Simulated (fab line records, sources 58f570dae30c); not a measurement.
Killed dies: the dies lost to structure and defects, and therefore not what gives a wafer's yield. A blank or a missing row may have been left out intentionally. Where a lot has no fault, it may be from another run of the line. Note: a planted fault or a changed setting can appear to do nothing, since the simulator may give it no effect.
Matching of chambers    flow berkeley-cmos170    4 sister chambers for UCB170_V2_CMP_02 on cmp-02
The step polishes SiO2. 14 wafers are shown with their chamber, then 7 later ones without.

## EACH WAFER AND ITS CHAMBER
wafer   chamber  motor-current-A (A)  edge-zone-pressure-frac  head-pressure-psi (psi)
L682.1  2        14.4                 1.005                    6.006
L682.2  3        15.0                 0.998                    5.995
L682.3  1        14.1                 0.999                    5.992
L685.1  3        14.1                 0.989                    5.997
L685.3  2        13.6                 0.999                    5.992
L685.6  2        13.6                 1.000                    6.023
L686.1  3        14.2                 0.997                    5.993
L686.3  0        15.5                 1.002                    5.995
L686.4  1        13.7                 0.994                    5.992
L697.3  0        15.6                 1.001                    6.011
L697.4  2        14.7                 1.002                    5.991
L697.5  0        15.6                 1.008                    5.995
L698.2  3        14.8                 1.009                    5.979
L698.3  2        13.8                 1.003                    5.984

SIGNATURES (averages over the wafers above)
reading                  chamber 0  chamber 1  chamber 2  chamber 3  scatter within a chamber
motor-current-A          15.567     13.900     14.020     14.525     0.41
edge-zone-pressure-frac  1.00367    0.99650    1.00180    0.99825    0.00516
head-pressure-psi        6.00033    5.99200    5.99920    5.99100    0.0115
Rule: distance of a wafer from a chamber = root of the sum over the readings of ((wafer's reading minus chamber's mean) / reading's scatter) squared. If the next closest chamber is less than 2 further off than the closest, the wafer can't be placed; otherwise it belongs to the closest. The scatter: take each reading less its chamber's mean, square it, sum over the shown wafers, divide by the number of wafers less the number of chambers, and take the root.

## WAFERS WHOSE CHAMBER IS MISSING
wafer   motor-current-A (A)  edge-zone-pressure-frac  head-pressure-psi (psi)
L698.5  13.4                 0.993                    5.986
L700.4  16.3                 0.998                    6.015
L700.5  15.5                 1.003                    5.980
L700.6  14.1                 1.006                    6.004
L699.1  14.3                 0.988                    6.001
L699.5  13.8                 1.006                    6.018
L699.6  14.5                 1.003                    5.982

## EACH ONE'S CHAMBER
wafer   from the rows above                in truth
L698.5  can't be placed: 1 or 2 or 3       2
L700.4  0                                  0
L700.5  can't be placed: 0 or 3            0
L700.6  can't be placed: 2 or 3 or 1       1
L699.1  can't be placed: 1 or 3 or 2       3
L699.5  can't be placed: 2 or 1 or 3       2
L699.6  can't be placed: 3 or 2 or 1 or 0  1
Placed correctly: 1 of 7. Can't be placed from these rows: 6 (the true chamber is among the candidates in 6). Number placed wrongly: 0.
